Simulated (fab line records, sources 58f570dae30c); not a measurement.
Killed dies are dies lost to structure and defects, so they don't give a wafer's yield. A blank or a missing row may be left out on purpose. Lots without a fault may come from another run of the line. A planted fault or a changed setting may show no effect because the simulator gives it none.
fab line records | flow berkeley_cmos170 | part 1 of 2: steps 1 to 27 of 37
record lots=5 wafers=15 last_day=11
route steps=331 shown NSD@195 BACKSIDE@199 SDANNEAL@204 PSD@206 PLDD@208 NLDD@209 SILICIDE@210 CONTACT@216
lots that met no fault: from a run of the same line without faults
start_h: hours from the record's first day to the start of the lot's first wafer shown | wait_h: hours since the lot's step before | " the same as in the row above | L1.1+2: a row that stands for several wafers | - no value, or no start given | * or withheld: withheld | < > ~ a bound
route shown NAME@n: a module of which the file shows steps, and the number in the route of the first | usual: mean/standard deviation of fault-free wafers | same: alike in all rows | chamber/n: place in a boat | sites: the reading at each site | _std_site: their standard deviation | _edge_site: outer sites' mean less inner sites' | radius_mm: how far each site lies from the wafer's centre | mask NAME#n: copy n | behind: the tool/chamber that last shaped the wafer | hold: why the lot was held/for how many hours/how that ended | device: the transistor (n, p or np) that didn't switch | end of line: the same wafers' tests at the end of the route | a step without rows: its recipe alone | killed: dies lost to structure and defects at the first sort, not the wafer's yield | map: a wafer's dies, x killed, . not, _ none there
set.NAME: the setting as run; set.NAME@STEP: as run at that earlier step | model.NAME: the simulator's own value behind a step, which no gauge read
lots at some steps of the route; a table a step, a row a wafer
services: from which hour (start_h, from the record's first day; less than 0 if before it) a tool's chamber was out of use, for how many hours, and why
## steps
# step UCB170_NSD_IMPLANT_08
# recipe species=P dose_cm2=3e+15 energy_kev=40 tilt_deg=7
# usual beam_on_s=10.03/0.24
# columns lot.wafer tool chamber start_h wait_h beam_on_s
L077.1 implanter-02 0 147.72 0.0 10.25
L077.2 " 0 " " 10.13
L077.3 " 0 " " 10.25
L085.1 implanter-04 0 185.45 0.0 10.17
L085.3 " 0 " " 10.28
L085.6 " 0 " " 10.22
L086.1 implanter-04 0 190.68 0.0 10.05
L086.3 " 0 " " 9.89
L086.6 " 0 " " 10.15
L090.1 implanter-02 0 218.78 0.0 9.91
L090.4 " 0 " " 9.83
L090.6 " 0 " " 9.65
L095.3 implanter-02 0 245.86 0.1 9.47
L095.4 " 0 " " 9.51
L095.6 " 0 " " 9.83
# step UCB170_NSD_STRIP_09
# recipe chemistry=O2 power_w=400 pressure_mtorr=3500 platen_temp_c=withheld o2_flow_sccm=400 overash_fraction=0.5
# usual drypump_motor_current_A=5.52/0.11 oes_product_au=0.534/0.0044 strip_time_to_endpoint_s=35.85/0.076
# columns lot.wafer tool chamber start_h wait_h drypump_motor_current_A oes_product_au rf_hours_counter_h strip_time_to_endpoint_s
L077.1 plasma_asher-01 0 147.87 0.1 5.50 0.540 46 35.80
L077.2 " 1 " " 5.39 0.534 46 35.83
L077.3 " 1 " " 5.40 0.532 - 35.89
L085.1 plasma_asher-01 0 185.60 0.1 5.49 0.535 47 36.00
L085.3 " 1 " " 5.39 0.530 - 35.97
L085.6 " 1 " " 5.36 0.532 - 35.95
L086.1 plasma_asher-02 1 190.83 0.1 5.53 0.539 43 35.92
L086.3 " 1 " " 5.51 0.539 - 35.80
L086.6 " 1 " " 5.54 0.525 - 35.89
L090.1 plasma_asher-03 1 218.93 0.1 5.72 0.532 11 35.97
L090.4 " 0 " " 5.42 0.535 - 35.93
L090.6 " 1 " " 5.74 0.538 - 35.88
L095.3 plasma_asher-02 1 246.00 0.1 5.54 0.528 - 35.97
L095.4 " 0 " " 5.60 0.533 - 35.92
L095.6 " 0 " " 5.57 0.525 - 35.89
# step UCB170_NSD_TW_MEAS_10
# usual NSD_TW=4177/46
# columns lot.wafer tool chamber start_h wait_h NSD_TW
L077.1 film_metro-03 - 147.97 0.1 4205
L077.2 " - " " 4217
L077.3 " - " " 4222
L085.1 film_metro-01 - 185.70 0.1 4127
L085.3 " - " " 4135
L085.6 " - " " 4146
L086.1 film_metro-02 - 190.93 0.1 4213
L086.3 " - " " 4216
L086.6 " - " " 4189
L090.1 film_metro-01 - 219.03 0.1 4125
L090.4 " - " " 4134
L090.6 " - " " 4125
L095.3 film_metro-03 - 246.11 0.1 4207
L095.4 " - " " 4214
L095.6 " - " " 4212
# step UCB170_NSD_CLEAN_11
# recipe chemistry=SPM temp_c=120 time_s=600
# columns lot.wafer tool chamber start_h wait_h
L077.1+2+3 wet_bench-04 2 148.03 0.1
L085.1+3+6 wet_bench-04 1 187.12 1.4
L086.1+3+6 wet_bench-02 1 190.99 0.1
L090.1+4+6 wet_bench-01 0 219.11 0.1
L095.3+4+6 wet_bench-02 0 246.33 0.2
# step UCB170_BACKSIDE_HMDS_00
# recipe prime_time_s=60 prime_temp_c=100
# usual prime_temp_c=100.02/0.1
# columns lot.wafer tool chamber start_h wait_h prime_temp_c
L077.1 litho_track-03 0 148.21 0.0 99.95
L077.2 " 0 " " 99.99
L077.3 " 0 " " 100.01
L085.1 litho_track-03 0 187.30 0.0 99.91
L085.3 " 0 " " 99.84
L085.6 " 0 " " 100.12
L086.1 litho_track-02 0 191.17 0.0 99.94
L086.3 " 0 " " 100.11
L086.6 " 0 " " 100.09
L090.1 litho_track-04 0 219.44 0.1 99.96
L090.4 " 0 " " 99.96
L090.6 " 0 " " 99.98
L095.3 litho_track-03 0 246.77 0.2 99.85
L095.4 " 0 " " 99.99
L095.6 " 0 " " 100.05
# step UCB170_BACKSIDE_COAT_01
# recipe resist=KrF spin_rpm=1500 resist_thk_nm=900
# usual dispense_pressure_kPa=46/5.1
# columns lot.wafer tool chamber start_h wait_h dispense_pressure_kPa
L077.1 litho_track-03 0 148.36 0.1 43
L077.2 " 0 " " 43
L077.3 " 0 " " 43
L085.1 litho_track-03 0 187.45 0.1 43
L085.3 " 0 " " 43
L085.6 " 0 " " 43
L086.1 litho_track-02 0 191.32 0.1 43
L086.3 " 0 " " 43
L086.6 " 0 " " 43
L090.1 litho_track-04 0 219.59 0.1 55
L090.4 " 0 " " 55
L090.6 " 0 " " 55
L095.3 litho_track-03 0 246.92 0.1 43
L095.4 " 0 " " 43
L095.6 " 0 " " 43
# step UCB170_BACKSIDE_SOFTBAKE_02
# recipe resist=KrF temp_c=130 time_s=60
# usual heater_power_total_W=56.80/0.047
# columns lot.wafer tool chamber start_h wait_h heater_power_total_W
L077.1 litho_track-03 0 148.51 0.1 56.66
L077.2 " 0 " " 56.78
L077.3 " 0 " " 56.77
L085.1 litho_track-03 0 187.60 0.1 56.79
L085.3 " 0 " " 56.86
L085.6 " 0 " " 56.81
L086.1 litho_track-02 0 191.47 0.1 56.86
L086.3 " 0 " " 56.80
L086.6 " 0 " " 56.80
L090.1 litho_track-04 0 219.74 0.1 56.79
L090.4 " 0 " " 56.88
L090.6 " 0 " " 56.90
L095.3 litho_track-03 0 247.07 0.1 56.80
L095.4 " 0 " " 56.82
L095.6 " 0 " " 56.80
# step UCB170_BACKSIDE_STRIP_03
# recipe chemistry=O2 power_w=400 pressure_mtorr=3500 platen_temp_c=withheld o2_flow_sccm=400 overash_fraction=0.5
# usual drypump_motor_current_A=5.57/0.3 oes_product_au=0.735/0.0044 strip_time_to_endpoint_s=21.97/0.071
# columns lot.wafer tool chamber start_h wait_h drypump_motor_current_A oes_product_au rf_hours_counter_h strip_time_to_endpoint_s
L077.1 plasma_asher-02 0 148.66 0.1 5.59 0.733 39 21.96
L077.2 " 1 " " 5.51 0.735 39 21.94
L077.3 " 0 " " 5.56 0.733 - 21.91
L085.1 plasma_asher-01 1 187.75 0.1 5.40 0.736 47 21.99
L085.3 " 1 " " 5.39 0.730 - 21.98
L085.6 " 1 " " 5.38 0.741 - 21.96
L086.1 plasma_asher-02 0 191.62 0.1 5.56 0.738 43 22.01
L086.3 " 1 " " 5.49 0.736 - 22.08
L086.6 " 0 " " 5.60 0.734 - 22.06
L090.1 plasma_asher-02 1 219.89 0.1 5.49 0.732 46 21.91
L090.4 " 1 " " 5.52 0.735 - 21.84
L090.6 " 0 " " 5.57 0.738 - 21.90
L095.3 plasma_asher-04 0 247.20 0.1 6.04 0.733 - 21.99
L095.4 " 1 " " 5.24 0.739 - 22.02
L095.6 " 0 " " 6.02 0.732 - 21.98
# step UCB170_BACKSIDE_CLEAN_04
# recipe chemistry=SPM temp_c=120 time_s=600
# columns lot.wafer tool chamber start_h wait_h
L077.1+2+3 wet_bench-03 1 148.76 0.1
L085.1+3+6 wet_bench-04 0 187.85 0.1
L086.1+3+6 wet_bench-03 1 191.72 0.1
L090.1+4+6 wet_bench-04 1 220.56 0.6
L095.3+4+6 wet_bench-04 3 247.55 0.3
# step UCB170_SDANNEAL_RTA_00
# recipe temp_c=900 time_s=10 ambient=N2
# usual lamp_power_pct=24/3.2 wafer_temp_C_max=904.6/1
# columns lot.wafer tool chamber start_h wait_h lamp_power_pct wafer_temp_C_max
L077.1 rtp_anneal-01 0 148.93 0.0 21 904.0
L077.2 " 0 " " 21 904.8
L077.3 " 0 " " 21 906.1
L085.1 rtp_anneal-02 0 188.02 0.0 27 903.7
L085.3 " 0 " " 27 905.8
L085.6 " 0 " " 27 903.4
L086.1 rtp_anneal-02 0 191.89 0.0 27 904.4
L086.3 " 0 " " 27 904.1
L086.6 " 0 " " 27 903.1
L090.1 rtp_anneal-02 0 220.91 0.0 27 903.6
L090.4 " 0 " " 27 904.5
L090.6 " 0 " " 27 904.0
L095.3 rtp_anneal-01 0 248.03 0.0 21 904.4
L095.4 " 0 " " 21 906.0
L095.6 " 0 " " 21 905.3
# step UCB170_SDANNEAL_RTA_01
# recipe temp_c=1050 time_s=5 ambient=N2
# usual lamp_power_pct=37/5 wafer_temp_C_max=1055.5/1.1
# columns lot.wafer tool chamber start_h wait_h lamp_power_pct wafer_temp_C_max
L077.1 rtp_anneal-01 0 149.00 0.1 32 1055.7
L077.2 " 0 " " 32 1055.2
L077.3 " 0 " " 32 1054.9
L085.1 rtp_anneal-02 0 188.09 0.1 42 1055.1
L085.3 " 0 " " 42 1054.3
L085.6 " 0 " " 42 1054.1
L086.1 rtp_anneal-02 0 191.96 0.1 42 1055.6
L086.3 " 0 " " 42 1055.6
L086.6 " 0 " " 42 1055.2
L090.1 rtp_anneal-02 0 220.97 0.1 42 1056.5
L090.4 " 0 " " 42 1055.6
L090.6 " 0 " " 42 1056.6
L095.3 rtp_anneal-01 0 248.09 0.1 32 1056.8
L095.4 " 0 " " 32 1055.4
L095.6 " 0 " " 32 1055.0
# step UCB170_SDANNEAL_RS_MEAS_02
# recipe thk_meas_gauge=four-point-probe
# usual PSD_RS=75.5/0.34
# columns lot.wafer tool chamber start_h wait_h PSD_RS[ohm/sq]
L077.1 film_metro-02 - 149.06 0.0 75.6
L077.2 " - " " 75.5
L077.3 " - " " 75.8
L085.1 film_metro-02 - 188.15 0.0 75.6
L085.3 " - " " 75.8
L085.6 " - " " 75.8
L086.1 film_metro-01 - 192.02 0.0 75.1
L086.3 " - " " 75.1
L086.6 " - " " 75.2
L090.1 film_metro-03 - 221.03 0.0 75.9
L090.4 " - " " 75.8
L090.6 " - " " 76.2
L095.3 film_metro-01 - 248.17 0.1 75.2
L095.4 " - " " 74.9
L095.6 " - " " 75.2
# step UCB170_SDANNEAL_RS_MEAS_03
# recipe thk_meas_gauge=four-point-probe
# usual NSD_RS=37.21/0.09
# columns lot.wafer tool chamber start_h wait_h NSD_RS[ohm/sq]
L077.1 film_metro-02 - 149.18 0.1 37.15
L077.2 " - " " 37.15
L077.3 " - " " 37.19
L085.1 film_metro-02 - 188.27 0.1 37.10
L085.3 " - " " 37.06
L085.6 " - " " 37.28
L086.1 film_metro-01 - 192.14 0.1 37.14
L086.3 " - " " 37.16
L086.6 " - " " 37.07
L090.1 film_metro-03 - 221.15 0.1 37.18
L090.4 " - " " 37.27
L090.6 " - " " 37.22
L095.3 film_metro-01 - 248.29 0.1 37.18
L095.4 " - " " 37.14
L095.6 " - " " 37.18
# step UCB170_SDANNEAL_RS_MEAS_04
# recipe thk_meas_gauge=four-point-probe
# usual PLDD_RS=1030.2/2.8
# columns lot.wafer tool chamber start_h wait_h PLDD_RS[ohm/sq]
L077.1 film_metro-02 - 149.30 0.1 1027.1
L077.2 " - " " 1027.6
L077.3 " - " " 1027.8
L085.1 film_metro-02 - 188.39 0.1 1028.9
L085.3 " - " " 1028.9
L085.6 " - " " 1027.8
L086.1 film_metro-01 - 192.26 0.1 1027.6
L086.3 " - " " 1027.8
L086.6 " - " " 1026.9
L090.1 film_metro-03 - 221.27 0.1 1030.5
L090.4 " - " " 1034.1
L090.6 " - " " 1032.4
L095.3 film_metro-01 - 248.41 0.1 1034.4
L095.4 " - " " 1033.2
L095.6 " - " " 1029.6
# step UCB170_SDANNEAL_RS_MEAS_05
# recipe thk_meas_gauge=four-point-probe
# usual NLDD_RS=615.3/1.3
# columns lot.wafer tool chamber start_h wait_h NLDD_RS[ohm/sq]
L077.1 film_metro-02 - 149.42 0.1 617.0
L077.2 " - " " 617.1
L077.3 " - " " 616.8
L085.1 film_metro-02 - 188.51 0.1 614.2
L085.3 " - " " 614.1
L085.6 " - " " 614.3
L086.1 film_metro-01 - 192.38 0.1 611.8
L086.3 " - " " 613.7
L086.6 " - " " 613.6
L090.1 film_metro-03 - 221.39 0.1 617.8
L090.4 " - " " 617.0
L090.6 " - " " 616.5
L095.3 film_metro-01 - 248.53 0.1 614.6
L095.4 " - " " 614.5
L095.6 " - " " 615.1
# step UCB170_SILICIDE_PRE_CLEAN_00
# recipe gas=Ar preclean_etch_time_s=60
# columns lot.wafer tool chamber start_h wait_h
L077.1+2+3 pvd_sputter-04 - 149.54 0.1
L085.1+3+6 pvd_sputter-04 - 188.63 0.1
L086.1+3+6 pvd_sputter-03 - 192.50 0.1
L090.1+4+6 pvd_sputter-02 - 221.51 0.1
L095.3+4+6 pvd_sputter-02 - 248.61 0.1
# step UCB170_SILICIDE_SPUTTER_01
# recipe material=Ti target_thk_nm=30 time_s=25 power_w=1500 chamber_pressure_pa=0.5
# usual throttle_valve_pct=29.7/0.6
# columns lot.wafer tool chamber start_h wait_h throttle_valve_pct
L077.1 pvd_sputter-04 - 149.61 0.0 30.4
L077.2 " - " " 28.9
L077.3 " - " " 29.7
L085.1 pvd_sputter-04 - 188.70 0.0 30.4
L085.3 " - " " 30.0
L085.6 " - " " 30.3
L086.1 pvd_sputter-03 - 192.57 0.0 29.5
L086.3 " - " " 29.5
L086.6 " - " " 29.1
L090.1 pvd_sputter-02 - 221.58 0.0 29.0
L090.4 " - " " 29.5
L090.6 " - " " 29.0
L095.3 pvd_sputter-02 - 248.68 0.0 28.7
L095.4 " - " " 30.7
L095.6 " - " " 29.0
# step UCB170_SILICIDE_RS_MEAS_02
# recipe thk_meas_gauge=four-point-probe reads=Ti_of_SILICIDE_SPUTTER_01
# usual SILICIDE_TI_RS=26.0/0.35
# columns lot.wafer tool chamber start_h wait_h SILICIDE_TI_RS[ohm/sq]
L077.1 film_metro-04 - 149.64 0.0 25.9
L077.2 " - " " 26.0
L077.3 " - " " 26.7
L085.1 film_metro-03 - 188.73 0.0 25.7
L085.3 " - " " 25.9
L085.6 " - " " 25.7
L086.1 film_metro-03 - 192.60 0.0 26.4
L086.3 " - " " 26.1
L086.6 " - " " 26.4
L090.1 film_metro-04 - 221.62 0.0 25.8
L090.4 " - " " 25.9
L090.6 " - " " 26.0
L095.3 film_metro-03 - 248.75 0.1 25.8
L095.4 " - " " 25.4
L095.6 " - " " 25.5
# step UCB170_SILICIDE_THK_MEAS_03
# recipe thk_meas_gauge=xrf reads=Ti_of_SILICIDE_SPUTTER_01
# usual SILICIDE_TI_THK=29.9/0.36
# columns lot.wafer tool chamber start_h wait_h SILICIDE_TI_THK[nm]
L077.1 film_metro-04 - 149.76 0.1 29.8
L077.2 " - " " 29.6
L077.3 " - " " 29.0
L085.1 film_metro-03 - 188.85 0.1 29.9
L085.3 " - " " 29.7
L085.6 " - " " 30.0
L086.1 film_metro-03 - 192.72 0.1 29.4
L086.3 " - " " 30.0
L086.6 " - " " 29.5
L090.1 film_metro-04 - 221.74 0.1 29.8
L090.4 " - " " 29.8
L090.6 " - " " 29.6
L095.3 film_metro-03 - 248.85 0.1 30.1
L095.4 " - " " 30.5
L095.6 " - " " 30.3
# step UCB170_SILICIDE_RTA_04
# recipe temp_c=650 time_s=15 ambient=N2
# usual lamp_power_pct=10.3/1.4 wafer_temp_C_max=653.4/0.7
# columns lot.wafer tool chamber start_h wait_h lamp_power_pct wafer_temp_C_max
L077.1 rtp_anneal-01 0 149.82 0.1 8.9 652.6
L077.2 " 0 " " 8.9 654.0
L077.3 " 0 " " 8.9 653.4
L085.1 rtp_anneal-02 0 188.91 0.1 11.7 652.9
L085.3 " 0 " " 11.7 651.8
L085.6 " 0 " " 11.7 654.1
L086.1 rtp_anneal-02 0 192.78 0.1 11.7 652.4
L086.3 " 0 " " 11.7 652.7
L086.6 " 0 " " 11.7 653.8
L090.1 rtp_anneal-02 0 221.80 0.1 11.7 652.7
L090.4 " 0 " " 11.7 654.1
L090.6 " 0 " " 11.7 653.4
L095.3 rtp_anneal-01 0 248.92 0.1 8.9 653.3
L095.4 " 0 " " 8.9 653.1
L095.6 " 0 " " 8.9 654.1
# step UCB170_SILICIDE_WET_ETCH_05
# recipe chemistry=SPM time_s=45 temp_c=120 target=Ti
# columns lot.wafer tool chamber start_h wait_h
L077.1+2+3 wet_bench-04 3 149.89 0.1
L085.1+3+6 wet_bench-03 1 188.98 0.1
L086.1+3+6 wet_bench-04 3 192.97 0.2
L090.1+4+6 wet_bench-04 0 221.97 0.2
L095.3+4+6 wet_bench-03 0 248.97 0.0
# step UCB170_CONTACT_CLEAN_00
# recipe chemistry=SPM temp_c=120 time_s=600
# columns lot.wafer tool chamber start_h wait_h
L077.1+2+3 wet_bench-01 0 149.91 0.0
L085.1+3+6 wet_bench-01 3 189.00 0.0
L086.1+3+6 wet_bench-04 2 192.99 0.0
L090.1+4+6 wet_bench-04 3 222.01 0.0
L095.3+4+6 wet_bench-03 2 248.99 0.0
# step UCB170_CONTACT_CVD_01
# recipe material=PSG target_thk_nm=700 temp_c=450 precursor=SiH4/O2/PH3 time_s=2820 pressure_mtorr=300 sih4_flow_sccm=60 o2_flow_sccm=90 ph3_flow_sccm=25
# usual ph3_flow_sccm=25.01/0.074 sih4_flow_sccm=59.95/0.17
# columns lot.wafer tool chamber start_h wait_h ph3_flow_sccm sih4_flow_sccm
L077.1 lpcvd-02 1 150.09 0.0 24.93 60.20
L077.2 " 1 " " 24.96 60.25
L077.3 " 1 " " 25.05 59.90
L085.1 lpcvd-02 1 191.36 2.2 24.95 59.69
L085.3 " 1 " " 24.90 59.98
L085.6 " 1 " " 24.92 59.79
L086.1 lpcvd-02 1 193.16 0.0 25.05 59.81
L086.3 " 1 " " 25.10 60.00
L086.6 " 1 " " 25.08 60.10
L090.1 lpcvd-01 1 222.36 0.0 24.93 60.06
L090.4 " 1 " " 24.97 59.99
L090.6 " 1 " " 25.10 59.88
L095.3 lpcvd-02 0 249.16 0.0 25.06 59.80
L095.4 " 0 " " 25.12 59.63
L095.6 " 0 " " 25.04 59.70
# step UCB170_CONTACT_THK_MEAS_02
# recipe reads=PSG_of_CONTACT_CVD_01
# usual CONTACT_PSG_THK=696/5.6
# columns lot.wafer tool chamber start_h wait_h CONTACT_PSG_THK[nm]
L077.1 film_metro-03 - 151.88 0.0 702
L077.2 " - " " 697
L077.3 " - " " 702
L085.1 film_metro-01 - 193.14 0.0 692
L085.3 " - " " 698
L085.6 " - " " 700
L086.1 film_metro-04 - 194.94 0.0 694
L086.3 " - " " 703
L086.6 " - " " 703
L090.1 film_metro-01 - 224.15 0.0 692
L090.4 " - " " 696
L090.6 " - " " 698
L095.3 film_metro-04 - 250.96 0.0 692
L095.4 " - " " 693
L095.6 " - " " 696
# step UCB170_CONTACT_HMDS_03
# recipe prime_time_s=60 prime_temp_c=100
# usual prime_temp_c=100.02/0.11
# columns lot.wafer tool chamber start_h wait_h prime_temp_c
L077.1 litho_track-01 0 151.94 0.1 100.30
L077.2 " 0 " " 100.12
L077.3 " 0 " " 100.14
L085.1 litho_track-02 0 193.20 0.1 99.96
L085.3 " 0 " " 100.20
L085.6 " 0 " " 100.10
L086.1 litho_track-01 0 195.14 0.2 99.75
L086.3 " 0 " " 99.80
L086.6 " 0 " " 99.78
L090.1 litho_track-02 0 224.27 0.1 99.96
L090.4 " 0 " " 99.86
L090.6 " 0 " " 99.99
L095.3 litho_track-02 0 251.29 0.3 100.10
L095.4 " 0 " " 99.84
L095.6 " 0 " " 99.81
# step UCB170_CONTACT_COAT_04
# recipe resist=KrF spin_rpm=1500 resist_thk_nm=900
# usual dispense_pressure_kPa=49/5.1
# columns lot.wafer tool chamber start_h wait_h dispense_pressure_kPa
L077.1 litho_track-01 0 152.09 0.1 53
L077.2 " 0 " " 53
L077.3 " 0 " " 53
L085.1 litho_track-02 0 193.35 0.1 43
L085.3 " 0 " " 43
L085.6 " 0 " " 43
L086.1 litho_track-01 0 195.29 0.1 53
L086.3 " 0 " " 53
L086.6 " 0 " " 53
L090.1 litho_track-02 0 224.42 0.1 43
L090.4 " 0 " " 43
L090.6 " 0 " " 43
L095.3 litho_track-02 0 251.44 0.1 43
L095.4 " 0 " " 43
L095.6 " 0 " " 43
# step UCB170_CONTACT_SOFTBAKE_05
# recipe resist=KrF temp_c=130 time_s=60
# usual heater_power_total_W=56.80/0.049
# columns lot.wafer tool chamber start_h wait_h heater_power_total_W
L077.1 litho_track-01 0 152.24 0.1 56.77
L077.2 " 0 " " 56.77
L077.3 " 0 " " 56.74
L085.1 litho_track-02 0 193.50 0.1 56.91
L085.3 " 0 " " 56.75
L085.6 " 0 " " 56.82
L086.1 litho_track-01 0 195.44 0.1 56.75
L086.3 " 0 " " 56.83
L086.6 " 0 " " 56.86
L090.1 litho_track-02 0 224.57 0.1 56.78
L090.4 " 0 " " 56.88
L090.6 " 0 " " 56.84
L095.3 litho_track-02 0 251.59 0.1 56.79
L095.4 " 0 " " 56.84
L095.6 " 0 " " 56.77
